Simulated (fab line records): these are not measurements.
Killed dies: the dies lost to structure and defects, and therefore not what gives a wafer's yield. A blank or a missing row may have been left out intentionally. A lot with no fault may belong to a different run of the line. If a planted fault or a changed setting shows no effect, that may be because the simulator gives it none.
fab line records || flow ritCmos
[record] {"lots": 5, "wafers": 15, "lastDay": 7}
route steps=202 shown PLDD@116 SPACER@125
lots that met no fault: from a run of the same line without faults
startH: hours from the record's first day to the start of the lot's first wafer shown || waitH: how many hours have passed since the lot's step before this one || " identical to the entry in the row above || L1.1+2: several wafers, shown together as one row || - no value present, or no start provided || * or withheld: withheld || < > ~ a bound
route shown NAME@n: a module of which the file shows steps, and the number in the route of the first || usual: the fault-free wafers' mean and standard deviation || same: alike in all rows || chamber/n: place in a boat || sites: the reading at each site || _std_site: standard deviation across them || _edge_site: mean of outer sites minus mean of inner sites || radiusMm: for every site, how far away it sits from the centre of the wafer || mask NAME#n: copy n || behind: the last tool/chamber to shape the wafer || hold: why the lot went on hold/how many hours it stayed there/how the hold came to an end || device: the transistor (n, p or np) that didn't switch || end of line: the same wafers' tests at the end of the route || for a step that has no rows: nothing shown but its recipe || killed: dies lost to structure and defects at the first sort, not the wafer's yield || map: a wafer's dies, x killed, . not, _ none there
set.NAME: the run value of the setting; set.NAME@STEP: its run value at that earlier step || model.NAME: the simulator's own value behind a step, which no gauge read
certain route steps with their lots: each step a table, each wafer a row
services: when a tool's chamber went out of use (startH, in hours from the record's first day, below 0 if earlier), for how many hours, and the reason
[[steps]]
[step RIT_PLDD_SOFTBAKE_02]
[recipe] {"resist": "NOVOLAK", "tempC": 90, "timeS": 60}
[step RIT_PLDD_EXPOSE_03]
[recipe] {"maskId": "M8", "na": 0.57, "targetCdNm": 40900, "doseMj": 250}
[step RIT_PLDD_PEB_04]
[recipe] {"resist": "NOVOLAK", "tempC": "withheld", "timeS": "withheld"}
[step RIT_PLDD_DEVELOP_05]
[recipe] {"resist": "NOVOLAK", "developTimeS": 50, "devTempC": 23}
[step RIT_PLDD_OVL_MEAS_06]
[usual] {"PLDD_OVL": "0.0/1.3"}
{"lot.wafer": "L582.1", "tool": "overlay-01", "chamber": "-", "startH": 44.09, "waitH": "-", "PLDD_OVL[nm]": 0.0}
{"lot.wafer": "L582.4", "tool": "overlay-01", "chamber": "-", "startH": 44.09, "waitH": "-", "PLDD_OVL[nm]": -1.1}
{"lot.wafer": "L582.5", "tool": "overlay-01", "chamber": "-", "startH": 44.09, "waitH": "-", "PLDD_OVL[nm]": 1.2}
{"lot.wafer": "L592.2", "tool": "overlay-02", "chamber": "-", "startH": 93.10, "waitH": "-", "PLDD_OVL[nm]": 0.2}
{"lot.wafer": "L592.4", "tool": "overlay-02", "chamber": "-", "startH": 93.10, "waitH": "-", "PLDD_OVL[nm]": -0.4}
{"lot.wafer": "L592.5", "tool": "overlay-02", "chamber": "-", "startH": 93.10, "waitH": "-", "PLDD_OVL[nm]": -1.5}
{"lot.wafer": "L595.1", "tool": "overlay-02", "chamber": "-", "startH": 108.68, "waitH": "-", "PLDD_OVL[nm]": 2.0}
{"lot.wafer": "L595.4", "tool": "overlay-02", "chamber": "-", "startH": 108.68, "waitH": "-", "PLDD_OVL[nm]": 0.8}
{"lot.wafer": "L595.6", "tool": "overlay-02", "chamber": "-", "startH": 108.68, "waitH": "-", "PLDD_OVL[nm]": 1.7}
{"lot.wafer": "L596.2", "tool": "overlay-02", "chamber": "-", "startH": 113.13, "waitH": "-", "PLDD_OVL[nm]": 0.3}
{"lot.wafer": "L596.3", "tool": "overlay-02", "chamber": "-", "startH": 113.13, "waitH": "-", "PLDD_OVL[nm]": -0.8}
{"lot.wafer": "L596.4", "tool": "overlay-02", "chamber": "-", "startH": 113.13, "waitH": "-", "PLDD_OVL[nm]": -0.3}
{"lot.wafer": "L605.2", "tool": "overlay-02", "chamber": "-", "startH": 158.93, "waitH": "-", "PLDD_OVL[nm]": 2.1}
{"lot.wafer": "L605.4", "tool": "overlay-02", "chamber": "-", "startH": 158.93, "waitH": "-", "PLDD_OVL[nm]": 1.9}
{"lot.wafer": "L605.6", "tool": "overlay-02", "chamber": "-", "startH": 158.93, "waitH": "-", "PLDD_OVL[nm]": 2.2}
[step RIT_PLDD_HARDBAKE_07]
[recipe] {"resist": "NOVOLAK", "tempC": 140, "timeS": 60}
[step RIT_PLDD_IMPLANT_08]
[recipe] {"species": "BF2", "energyKev": 20, "doseCm2": 9e+14, "tiltDeg": 7}
[step RIT_PLDD_STRIP_09]
[recipe] {"chemistry": "O2", "timeS": 180, "resist": "NOVOLAK", "platenTempC": "withheld", "powerW": 500, "pressureMtorr": 4000, "o2FlowSccm": 4000}
[usual] {"drypumpMotorCurrentA": "6.0/0.35"}
{"lot.wafer": "L582.1", "tool": "plasmaAsher-03", "chamber": 0, "startH": 44.42, "waitH": 0.1, "drypumpMotorCurrentA": 6.3, "rfHoursCounterH": 27}
{"lot.wafer": "L582.4", "tool": "plasmaAsher-03", "chamber": 1, "startH": 44.42, "waitH": 0.1, "drypumpMotorCurrentA": 5.6, "rfHoursCounterH": "-"}
{"lot.wafer": "L582.5", "tool": "plasmaAsher-03", "chamber": 1, "startH": 44.42, "waitH": 0.1, "drypumpMotorCurrentA": 5.5, "rfHoursCounterH": "-"}
{"lot.wafer": "L592.2", "tool": "plasmaAsher-01", "chamber": 1, "startH": 93.43, "waitH": 0.1, "drypumpMotorCurrentA": 5.4, "rfHoursCounterH": 40}
{"lot.wafer": "L592.4", "tool": "plasmaAsher-01", "chamber": 0, "startH": 93.43, "waitH": 0.1, "drypumpMotorCurrentA": 6.1, "rfHoursCounterH": "-"}
{"lot.wafer": "L592.5", "tool": "plasmaAsher-01", "chamber": 0, "startH": 93.43, "waitH": 0.1, "drypumpMotorCurrentA": 6.1, "rfHoursCounterH": "-"}
{"lot.wafer": "L595.1", "tool": "plasmaAsher-01", "chamber": 0, "startH": 109.02, "waitH": 0.1, "drypumpMotorCurrentA": 6.1, "rfHoursCounterH": 42}
{"lot.wafer": "L595.4", "tool": "plasmaAsher-01", "chamber": 0, "startH": 109.02, "waitH": 0.1, "drypumpMotorCurrentA": 6.1, "rfHoursCounterH": "-"}
{"lot.wafer": "L595.6", "tool": "plasmaAsher-01", "chamber": 1, "startH": 109.02, "waitH": 0.1, "drypumpMotorCurrentA": 5.4, "rfHoursCounterH": "-"}
{"lot.wafer": "L596.2", "tool": "plasmaAsher-04", "chamber": 0, "startH": 113.46, "waitH": 0.1, "drypumpMotorCurrentA": 6.3, "rfHoursCounterH": 50}
{"lot.wafer": "L596.3", "tool": "plasmaAsher-04", "chamber": 0, "startH": 113.46, "waitH": 0.1, "drypumpMotorCurrentA": 6.2, "rfHoursCounterH": "-"}
{"lot.wafer": "L596.4", "tool": "plasmaAsher-04", "chamber": 1, "startH": 113.46, "waitH": 0.1, "drypumpMotorCurrentA": 6.1, "rfHoursCounterH": "-"}
{"lot.wafer": "L605.2", "tool": "plasmaAsher-03", "chamber": 0, "startH": 159.26, "waitH": 0.1, "drypumpMotorCurrentA": 6.3, "rfHoursCounterH": 40}
{"lot.wafer": "L605.4", "tool": "plasmaAsher-03", "chamber": 1, "startH": 159.26, "waitH": 0.1, "drypumpMotorCurrentA": 5.5, "rfHoursCounterH": "-"}
{"lot.wafer": "L605.6", "tool": "plasmaAsher-03", "chamber": 1, "startH": 159.26, "waitH": 0.1, "drypumpMotorCurrentA": 5.6, "rfHoursCounterH": "-"}
[step RIT_PLDD_TW_MEAS_10]
[usual] {"PLDD_TW": "2349/9.6"}
{"lot.wafer": "L582.1", "tool": "filmMetro-02", "chamber": "-", "startH": 44.60, "waitH": 0.1, "PLDD_TW": 2356}
{"lot.wafer": "L582.4", "tool": "filmMetro-02", "chamber": "-", "startH": 44.60, "waitH": 0.1, "PLDD_TW": 2357}
{"lot.wafer": "L582.5", "tool": "filmMetro-02", "chamber": "-", "startH": 44.60, "waitH": 0.1, "PLDD_TW": 2362}
{"lot.wafer": "L592.2", "tool": "filmMetro-03", "chamber": "-", "startH": 93.61, "waitH": 0.1, "PLDD_TW": 2346}
{"lot.wafer": "L592.4", "tool": "filmMetro-03", "chamber": "-", "startH": 93.61, "waitH": 0.1, "PLDD_TW": 2342}
{"lot.wafer": "L592.5", "tool": "filmMetro-03", "chamber": "-", "startH": 93.61, "waitH": 0.1, "PLDD_TW": 2350}
{"lot.wafer": "L595.1", "tool": "filmMetro-03", "chamber": "-", "startH": 109.19, "waitH": 0.1, "PLDD_TW": 2345}
{"lot.wafer": "L595.4", "tool": "filmMetro-03", "chamber": "-", "startH": 109.19, "waitH": 0.1, "PLDD_TW": 2326}
{"lot.wafer": "L595.6", "tool": "filmMetro-03", "chamber": "-", "startH": 109.19, "waitH": 0.1, "PLDD_TW": 2339}
{"lot.wafer": "L596.2", "tool": "filmMetro-03", "chamber": "-", "startH": 113.64, "waitH": 0.1, "PLDD_TW": 2345}
{"lot.wafer": "L596.3", "tool": "filmMetro-03", "chamber": "-", "startH": 113.64, "waitH": 0.1, "PLDD_TW": 2335}
{"lot.wafer": "L596.4", "tool": "filmMetro-03", "chamber": "-", "startH": 113.64, "waitH": 0.1, "PLDD_TW": 2344}
{"lot.wafer": "L605.2", "tool": "filmMetro-03", "chamber": "-", "startH": 159.45, "waitH": 0.1, "PLDD_TW": 2350}
{"lot.wafer": "L605.4", "tool": "filmMetro-03", "chamber": "-", "startH": 159.45, "waitH": 0.1, "PLDD_TW": 2363}
{"lot.wafer": "L605.6", "tool": "filmMetro-03", "chamber": "-", "startH": 159.45, "waitH": 0.1, "PLDD_TW": 2341}
[step RIT_SPACER_CLEAN_00]
[recipe] {"chemistry": "SC1", "mix": "3:3:50", "timeS": 600, "tempC": 75}
[step RIT_SPACER_CLEAN_01]
[recipe] {"chemistry": "dHF", "dilution": "50:1", "timeS": 30}
[step RIT_SPACER_CLEAN_02]
[recipe] {"chemistry": "SC2", "mix": "3:3:50", "timeS": 600, "tempC": 75, "dry": "n2Spin"}
[step RIT_SPACER_CVD_03]
[recipe] {"material": "Si3N4", "targetThkNm": 250, "tempC": 810, "precursor": "SiH2Cl2/NH3", "timeS": 3300, "pressureMtorr": 300, "sih2cl2FlowSccm": 60, "nh3FlowSccm": 150}
[usual] {"nh3FlowSccm": "150.1/0.38", "zonePowerLoadPct": "22.1/1.1"}
{"lot.wafer": "L582.1", "tool": "lpcvd-02", "chamber": 0, "startH": 45.03, "waitH": 0.0, "nh3FlowSccm": 149.9, "zonePowerLoadPct": 22.9, "model.Si3N4_of_SPACER_CVD_03.thkNm": 249}
{"lot.wafer": "L582.4", "tool": "lpcvd-02", "chamber": 0, "startH": 45.03, "waitH": 0.0, "nh3FlowSccm": 150.1, "zonePowerLoadPct": 23.1, "model.Si3N4_of_SPACER_CVD_03.thkNm": 248.4}
{"lot.wafer": "L582.5", "tool": "lpcvd-02", "chamber": 0, "startH": 45.03, "waitH": 0.0, "nh3FlowSccm": 149.8, "zonePowerLoadPct": 23.2, "model.Si3N4_of_SPACER_CVD_03.thkNm": 247.9}
{"lot.wafer": "L592.2", "tool": "lpcvd-02", "chamber": 1, "startH": 94.03, "waitH": 0.0, "nh3FlowSccm": 151.0, "zonePowerLoadPct": 23.2, "model.Si3N4_of_SPACER_CVD_03.thkNm": 252.3}
{"lot.wafer": "L592.4", "tool": "lpcvd-02", "chamber": 1, "startH": 94.03, "waitH": 0.0, "nh3FlowSccm": 150.2, "zonePowerLoadPct": 22.6, "model.Si3N4_of_SPACER_CVD_03.thkNm": 252.7}
{"lot.wafer": "L592.5", "tool": "lpcvd-02", "chamber": 1, "startH": 94.03, "waitH": 0.0, "nh3FlowSccm": 149.9, "zonePowerLoadPct": 22.8, "model.Si3N4_of_SPACER_CVD_03.thkNm": 252.4}
{"lot.wafer": "L595.1", "tool": "lpcvd-01", "chamber": 1, "startH": 109.62, "waitH": 0.0, "nh3FlowSccm": 150.1, "zonePowerLoadPct": 20.5, "model.Si3N4_of_SPACER_CVD_03.thkNm": 247.3}
{"lot.wafer": "L595.4", "tool": "lpcvd-01", "chamber": 1, "startH": 109.62, "waitH": 0.0, "nh3FlowSccm": 149.9, "zonePowerLoadPct": 21.2, "model.Si3N4_of_SPACER_CVD_03.thkNm": 247.9}
{"lot.wafer": "L595.6", "tool": "lpcvd-01", "chamber": 1, "startH": 109.62, "waitH": 0.0, "nh3FlowSccm": 149.3, "zonePowerLoadPct": 20.8, "model.Si3N4_of_SPACER_CVD_03.thkNm": 248.9}
{"lot.wafer": "L596.2", "tool": "lpcvd-02", "chamber": 0, "startH": 114.07, "waitH": 0.0, "nh3FlowSccm": 224.7, "zonePowerLoadPct": 23.5, "model.Si3N4_of_SPACER_CVD_03.thkNm": 339.3}
{"lot.wafer": "L596.3", "tool": "lpcvd-02", "chamber": 0, "startH": 114.07, "waitH": 0.0, "nh3FlowSccm": 225.0, "zonePowerLoadPct": 23.2, "model.Si3N4_of_SPACER_CVD_03.thkNm": 338.2}
{"lot.wafer": "L596.4", "tool": "lpcvd-02", "chamber": 0, "startH": 114.07, "waitH": 0.0, "nh3FlowSccm": 225.0, "zonePowerLoadPct": 23.0, "model.Si3N4_of_SPACER_CVD_03.thkNm": 339.1}
{"lot.wafer": "L605.2", "tool": "lpcvd-01", "chamber": 1, "startH": 161.37, "waitH": 1.5, "nh3FlowSccm": 149.9, "zonePowerLoadPct": 20.6, "model.Si3N4_of_SPACER_CVD_03.thkNm": 242.2}
{"lot.wafer": "L605.4", "tool": "lpcvd-01", "chamber": 1, "startH": 161.37, "waitH": 1.5, "nh3FlowSccm": 150.1, "zonePowerLoadPct": 20.6, "model.Si3N4_of_SPACER_CVD_03.thkNm": 243.7}
{"lot.wafer": "L605.6", "tool": "lpcvd-01", "chamber": 1, "startH": 161.37, "waitH": 1.5, "nh3FlowSccm": 150.5, "zonePowerLoadPct": 20.6, "model.Si3N4_of_SPACER_CVD_03.thkNm": 243.8}
[step RIT_SPACER_THK_MEAS_04]
[recipe] {"reads": "Si3N4_of_SPACER_CVD_03"}
[usual] {"SPACER_NITRIDE_THK": "249.1/2.9"}
{"lot.wafer": "L582.1", "tool": "filmMetro-02", "chamber": "-", "startH": 46.94, "waitH": 0.0, "SPACER_NITRIDE_THK[nm]": 248.9}
{"lot.wafer": "L582.4", "tool": "filmMetro-02", "chamber": "-", "startH": 46.94, "waitH": 0.0, "SPACER_NITRIDE_THK[nm]": 248.5}
{"lot.wafer": "L582.5", "tool": "filmMetro-02", "chamber": "-", "startH": 46.94, "waitH": 0.0, "SPACER_NITRIDE_THK[nm]": 247.8}
{"lot.wafer": "L592.2", "tool": "filmMetro-02", "chamber": "-", "startH": 95.96, "waitH": 0.0, "SPACER_NITRIDE_THK[nm]": 252.5}
{"lot.wafer": "L592.4", "tool": "filmMetro-02", "chamber": "-", "startH": 95.96, "waitH": 0.0, "SPACER_NITRIDE_THK[nm]": 252.8}
{"lot.wafer": "L592.5", "tool": "filmMetro-02", "chamber": "-", "startH": 95.96, "waitH": 0.0, "SPACER_NITRIDE_THK[nm]": 252.5}
{"lot.wafer": "L595.1", "tool": "filmMetro-01", "chamber": "-", "startH": 111.54, "waitH": 0.0, "SPACER_NITRIDE_THK[nm]": 247.3}
{"lot.wafer": "L595.4", "tool": "filmMetro-01", "chamber": "-", "startH": 111.54, "waitH": 0.0, "SPACER_NITRIDE_THK[nm]": 247.8}
{"lot.wafer": "L595.6", "tool": "filmMetro-01", "chamber": "-", "startH": 111.54, "waitH": 0.0, "SPACER_NITRIDE_THK[nm]": 248.9}
{"lot.wafer": "L596.2", "tool": "filmMetro-02", "chamber": "-", "startH": 116.00, "waitH": 0.0, "SPACER_NITRIDE_THK[nm]": 339.4}
{"lot.wafer": "L596.3", "tool": "filmMetro-02", "chamber": "-", "startH": 116.00, "waitH": 0.0, "SPACER_NITRIDE_THK[nm]": 338.5}
{"lot.wafer": "L596.4", "tool": "filmMetro-02", "chamber": "-", "startH": 116.00, "waitH": 0.0, "SPACER_NITRIDE_THK[nm]": 339.3}
{"lot.wafer": "L605.2", "tool": "filmMetro-04", "chamber": "-", "startH": 163.30, "waitH": 0.0, "SPACER_NITRIDE_THK[nm]": 242.2}
{"lot.wafer": "L605.4", "tool": "filmMetro-04", "chamber": "-", "startH": 163.30, "waitH": 0.0, "SPACER_NITRIDE_THK[nm]": 243.6}
{"lot.wafer": "L605.6", "tool": "filmMetro-04", "chamber": "-", "startH": 163.30, "waitH": 0.0, "SPACER_NITRIDE_THK[nm]": 243.8}
[step RIT_SPACER_ETCHBACK_05]
[recipe] {"targetDepthA": 2500, "SF6_flow_sccm": 30, "CHF3_flow_sccm": 30, "target": "Si3N4", "chemistry": "SF6/CHF3", "pressureMtorr": 40, "rfW": 250, "timeS": 240, "stopOn": "SiO2"}
[usual] {"SF6_flow_sccm": "30.00/0.098", "drypumpMotorCurrentA": "5.82/0.29", "oesProductAu": "0.846/0.017", "rfFwdPowerW": "249.2/0.79", "throttleValvePct": "10.18/0.12"}
{"lot.wafer": "L582.1", "tool": "rieDiel-04", "chamber": 0, "startH": 47.00, "waitH": 0.1, "SF6_flow_sccm": 30.03, "drypumpMotorCurrentA": 5.88, "oesProductAu": 0.845, "rfFwdPowerW": 249.6, "rfHoursCounterH": 121, "throttleValvePct": 10.29, "model.Si3N4_of_SPACER_CVD_03.thkNm": 196.5, "model.etch.depthNm": 249}
{"lot.wafer": "L582.4", "tool": "rieDiel-04", "chamber": 1, "startH": 47.00, "waitH": 0.1, "SF6_flow_sccm": 30.07, "drypumpMotorCurrentA": 6.13, "oesProductAu": 0.836, "rfFwdPowerW": 249.9, "rfHoursCounterH": 115, "throttleValvePct": 10.32, "model.Si3N4_of_SPACER_CVD_03.thkNm": 195.9, "model.etch.depthNm": 248.4}
{"lot.wafer": "L582.5", "tool": "rieDiel-04", "chamber": 3, "startH": 47.00, "waitH": 0.1, "SF6_flow_sccm": 29.98, "drypumpMotorCurrentA": 5.79, "oesProductAu": 0.867, "rfFwdPowerW": 249.6, "rfHoursCounterH": "-", "throttleValvePct": 10.19, "model.Si3N4_of_SPACER_CVD_03.thkNm": 195.5, "model.etch.depthNm": 247.9}
{"lot.wafer": "L592.2", "tool": "rieDiel-04", "chamber": 2, "startH": 96.01, "waitH": 0.0, "SF6_flow_sccm": 30.09, "drypumpMotorCurrentA": 5.63, "oesProductAu": 0.869, "rfFwdPowerW": 247.2, "rfHoursCounterH": 108, "throttleValvePct": 10.20, "model.Si3N4_of_SPACER_CVD_03.thkNm": 197.2, "model.etch.depthNm": 252.3}
{"lot.wafer": "L592.4", "tool": "rieDiel-04", "chamber": 3, "startH": 96.01, "waitH": 0.0, "SF6_flow_sccm": 30.09, "drypumpMotorCurrentA": 5.80, "oesProductAu": 0.883, "rfFwdPowerW": 250.5, "rfHoursCounterH": 59, "throttleValvePct": 10.19, "model.Si3N4_of_SPACER_CVD_03.thkNm": 199.8, "model.etch.depthNm": 252.7}
{"lot.wafer": "L592.5", "tool": "rieDiel-04", "chamber": 3, "startH": 96.01, "waitH": 0.0, "SF6_flow_sccm": 30.19, "drypumpMotorCurrentA": 5.79, "oesProductAu": 0.879, "rfFwdPowerW": 249.4, "rfHoursCounterH": "-", "throttleValvePct": 10.21, "model.Si3N4_of_SPACER_CVD_03.thkNm": 199.1, "model.etch.depthNm": 252.4}
{"lot.wafer": "L595.1", "tool": "rieDiel-04", "chamber": 0, "startH": 111.60, "waitH": 0.1, "SF6_flow_sccm": 30.03, "drypumpMotorCurrentA": 5.86, "oesProductAu": 0.850, "rfFwdPowerW": 250.1, "rfHoursCounterH": 122, "throttleValvePct": 10.30, "model.Si3N4_of_SPACER_CVD_03.thkNm": 195.5, "model.etch.depthNm": 247.3}
{"lot.wafer": "L595.4", "tool": "rieDiel-04", "chamber": 3, "startH": 111.60, "waitH": 0.1, "SF6_flow_sccm": 29.91, "drypumpMotorCurrentA": 5.80, "oesProductAu": 0.872, "rfFwdPowerW": 250.4, "rfHoursCounterH": 60, "throttleValvePct": 10.18, "model.Si3N4_of_SPACER_CVD_03.thkNm": 196.1, "model.etch.depthNm": 247.9}
{"lot.wafer": "L595.6", "tool": "rieDiel-04", "chamber": 3, "startH": 111.60, "waitH": 0.1, "SF6_flow_sccm": 29.87, "drypumpMotorCurrentA": 5.81, "oesProductAu": 0.865, "rfFwdPowerW": 250.7, "rfHoursCounterH": "-", "throttleValvePct": 10.18, "model.Si3N4_of_SPACER_CVD_03.thkNm": 196.7, "model.etch.depthNm": 248.9}
{"lot.wafer": "L596.2", "tool": "rieDiel-01", "chamber": 3, "startH": 116.05, "waitH": 0.0, "SF6_flow_sccm": 30.11, "drypumpMotorCurrentA": 6.37, "oesProductAu": 0.959, "rfFwdPowerW": 249.3, "rfHoursCounterH": 66, "throttleValvePct": 10.14, "model.Si3N4_of_SPACER_CVD_03.thkNm": 268.3, "model.etch.depthNm": 302.7}
{"lot.wafer": "L596.3", "tool": "rieDiel-01", "chamber": 1, "startH": 116.05, "waitH": 0.0, "SF6_flow_sccm": 30.00, "drypumpMotorCurrentA": 5.67, "oesProductAu": 0.962, "rfFwdPowerW": 250.4, "rfHoursCounterH": 144, "throttleValvePct": 10.20, "model.Si3N4_of_SPACER_CVD_03.thkNm": 267.8, "model.etch.depthNm": 300.9}
{"lot.wafer": "L596.4", "tool": "rieDiel-01", "chamber": 2, "startH": 116.05, "waitH": 0.0, "SF6_flow_sccm": 30.00, "drypumpMotorCurrentA": 5.40, "oesProductAu": 1.019, "rfFwdPowerW": 250.2, "rfHoursCounterH": 6, "throttleValvePct": 10.19, "model.Si3N4_of_SPACER_CVD_03.thkNm": 264.6, "model.etch.depthNm": 317.6}
{"lot.wafer": "L605.2", "tool": "rieDiel-04", "chamber": 1, "startH": 163.35, "waitH": 0.0, "SF6_flow_sccm": 29.95, "drypumpMotorCurrentA": 6.17, "oesProductAu": 0.818, "rfFwdPowerW": 249.2, "rfHoursCounterH": 117, "throttleValvePct": 10.31, "model.Si3N4_of_SPACER_CVD_03.thkNm": 191, "model.etch.depthNm": 242.2}
{"lot.wafer": "L605.4", "tool": "rieDiel-04", "chamber": 2, "startH": 163.35, "waitH": 0.0, "SF6_flow_sccm": 29.87, "drypumpMotorCurrentA": 5.63, "oesProductAu": 0.840, "rfFwdPowerW": 248.5, "rfHoursCounterH": "-", "throttleValvePct": 10.17, "model.Si3N4_of_SPACER_CVD_03.thkNm": 191.5, "model.etch.depthNm": 243.7}
{"lot.wafer": "L605.6", "tool": "rieDiel-04", "chamber": 0, "startH": 163.35, "waitH": 0.0, "SF6_flow_sccm": 30.03, "drypumpMotorCurrentA": 5.89, "oesProductAu": 0.839, "rfFwdPowerW": 249.1, "rfHoursCounterH": "-", "throttleValvePct": 10.28, "model.Si3N4_of_SPACER_CVD_03.thkNm": 191.5, "model.etch.depthNm": 243.8}
[[services]]
{"tool": "plasmaAsher-01", "chamber": "-", "startH": 26.78, "hours": 5.5, "kind": "repair"}
{"tool": "rieDiel-04", "chamber": "-", "startH": 28.55, "hours": 2.8, "kind": "pm"}
{"tool": "rieDiel-01", "chamber": 0, "startH": 35.39, "hours": 15.6, "kind": "repair"}
{"tool": "plasmaAsher-01", "chamber": "-", "startH": 46.76, "hours": 12.8, "kind": "repair"}
{"tool": "rieDiel-01", "chamber": "-", "startH": 73.55, "hours": 2.8, "kind": "pm"}
{"tool": "rieDiel-04", "chamber": 2, "startH": 81.07, "hours": 4.4, "kind": "repair"}
{"tool": "plasmaAsher-03", "chamber": "-", "startH": 93.85, "hours": 2.8, "kind": "pm"}
{"tool": "rieDiel-04", "chamber": "-", "startH": 103.65, "hours": 0.6, "kind": "repair"}
{"tool": "plasmaAsher-01", "chamber": "-", "startH": 120.14, "hours": 15.6, "kind": "pm"}
{"tool": "rieDiel-01", "chamber": 2, "startH": 137.30, "hours": 2.8, "kind": "repair"}
{"tool": "plasmaAsher-04", "chamber": "-", "startH": 143.73, "hours": 0.8, "kind": "repair"}
{"tool": "lpcvd-02", "chamber": "-", "startH": 158.41, "hours": 4.3, "kind": "repair"}
{"tool": "rieDiel-04", "chamber": 3, "startH": 162.05, "hours": 5.1, "kind": "repair"}
[[key]]
[firstSign] {"step": "RIT_SPACER_CVD_03", "reading": "nh3FlowSccm", "direction": "up", "sigmas": "99+", "usual": 150.1, "struck": 224.9}
[effect] {"step": "RIT_SPACER_THK_MEAS_04", "reading": "SPACER_NITRIDE_THK", "direction": "up", "sigmas": 31, "usual": 249.1, "struck": 339.1}
[effect] {"step": "RIT_SPACER_ETCHBACK_05", "reading": "oesProductAu", "direction": "up", "sigmas": 8, "usual": 0.846, "struck": 0.980}
[modelEffect] {"step": "RIT_SPACER_CVD_03", "value": "Si3N4_of_SPACER_CVD_03.thkNm", "without": 249.6, "struck": 338.9}
[modelEffect] {"step": "RIT_SPACER_ETCHBACK_05", "value": "Si3N4_of_SPACER_CVD_03.thkNm", "without": 196.6, "struck": 266.9}
metAt RIT_SPACER_CVD_03
struckWafers L596.2,L596.3,L596.4
laterRowsLeftOut L596.2,L596.3,L596.4
sortLeftOut L596.2,L596.3,L596.4
testerLeftOut L596
onsetBetween 45.03 114.07
[fault] {"kind": "processParameterDrift", "tool": "lpcvd-02", "chamber": 0, "onsetH": 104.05, "steps": "RIT_SPACER_CVD_03", "channel": "nh3FlowSccm", "offset": 75, "shape": "step", "endH": 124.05, "actsIn": "theseRecipesOnly", "stated": 150}
// testerLeftOut: of these lots the tester's yield and bins aren't shown, on N5 and GAA mostly nor the transistor test; their killed dies are dies lost to structure and defects alone, not to doping, threshold or leakage, so they don't give the yield
// sortLeftOut: the simulated sort isn't trusted on such a fault, so these wafers' sort isn't shown, and their yield isn't known
// laterRowsLeftOut: the simulator's readings of these wafers behind a module that went badly wrong aren't trusted and aren't shown, but for the sort
